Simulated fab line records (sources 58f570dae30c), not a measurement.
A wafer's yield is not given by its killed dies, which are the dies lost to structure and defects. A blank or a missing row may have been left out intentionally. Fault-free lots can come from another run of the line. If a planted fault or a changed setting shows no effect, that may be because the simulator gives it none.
Code-filled problem report in 8D (eight disciplines) form    flow berkeley_cmos170    the parts of the form that need people (team, actions taken, sign-off) are left out

1. THE PROBLEM
Wafers free of any fault read 1 nm (standard deviation 7.5) for M2_OVL at UCB170_M2_OVL_MEAS_16, against a mean of 69 nm on 6 wafers of 2 lots. That puts it +9.1 standard deviations away from the usual mean.
First seen on wafer L307.1, day 9 22:25, on overlay-01. The record has a number at this step for 36 wafers belonging to 12 lots. Rule for "out", or "out of limits": more than 4 standard deviations from the usual mean. Any other wafer with a number is counted as sound.

2. WHAT THIS IS AND IS NOT
question                     is                      is not
which readings at this step  M2_OVL                  -
which lots                   L307, L314              L297, L298, L299, L300, L301, L302, L303, L304, L305, L306
which wafers of those lots   all that have a number  -
read on which gauges         overlay-01              overlay-02
when                         from day 9 22:25        up to then (30 sound wafers)

3. SUSPECTS, AND WHAT RULES EACH OUT
Counting: a tool stays on the suspect list if, at a process step up to the reading, it processed all lots that are out and no sound lot following the first of them.
- the gauge at UCB170_M2_OVL_MEAS_16: kept. All the wafers that are out were read on overlay-01, and no step on other tools shows them out.
- krf_scanner-01 at UCB170_M2_EXPOSE_12 (exposes mask METAL2, target cd 700 nm): kept. It ran every lot that is out, first L307 (day 9 21:53), and no sound lot after that; its last sound lot up to then is L304 (day 9 05:51).
After counting, krf_scanner-01 at UCB170_M2_EXPOSE_12 and overlay-01 at UCB170_M2_OVL_MEAS_16 remain.

4. THE CAUSE (what the simulator had put in)
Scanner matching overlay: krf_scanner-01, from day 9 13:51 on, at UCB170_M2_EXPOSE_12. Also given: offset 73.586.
Counting leaves 2 suspects; this tool is one of them.

5. SEQUENCE OF EFFECTS, ordered by route
Rows list readings where the struck wafers' mean (over those with a number) sits beyond 3 standard deviations from the usual. Only readings whose record carries a usual standard deviation are examined. hours: median over the lots of the time between each lot's start at the first step of this table that gives one and its start at this step. sigmas: the change, counted in usual standard deviations.
hours  step                   reading  usual  on struck wafers  change  sigmas
0      UCB170_M2_OVL_MEAS_16  M2_OVL   1 nm   69                +68     +9.1
Later measuring or inspecting steps at which every struck wafer that the step has a row for has a number for every such reading, and none has moved that far: UCB170_V2_CD_MEAS_12.

6. WHAT WOULD HAVE CAUGHT IT SOONER
The first out-of-limits reading at a measuring or inspecting step in this record came at day 9 22:25, 9 hours after the fault's start at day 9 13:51.
Lots out: 2; of these, L314 started UCB170_M2_EXPOSE_12 on krf_scanner-01 after day 9 22:25. Holding the tool at that time would have saved it.
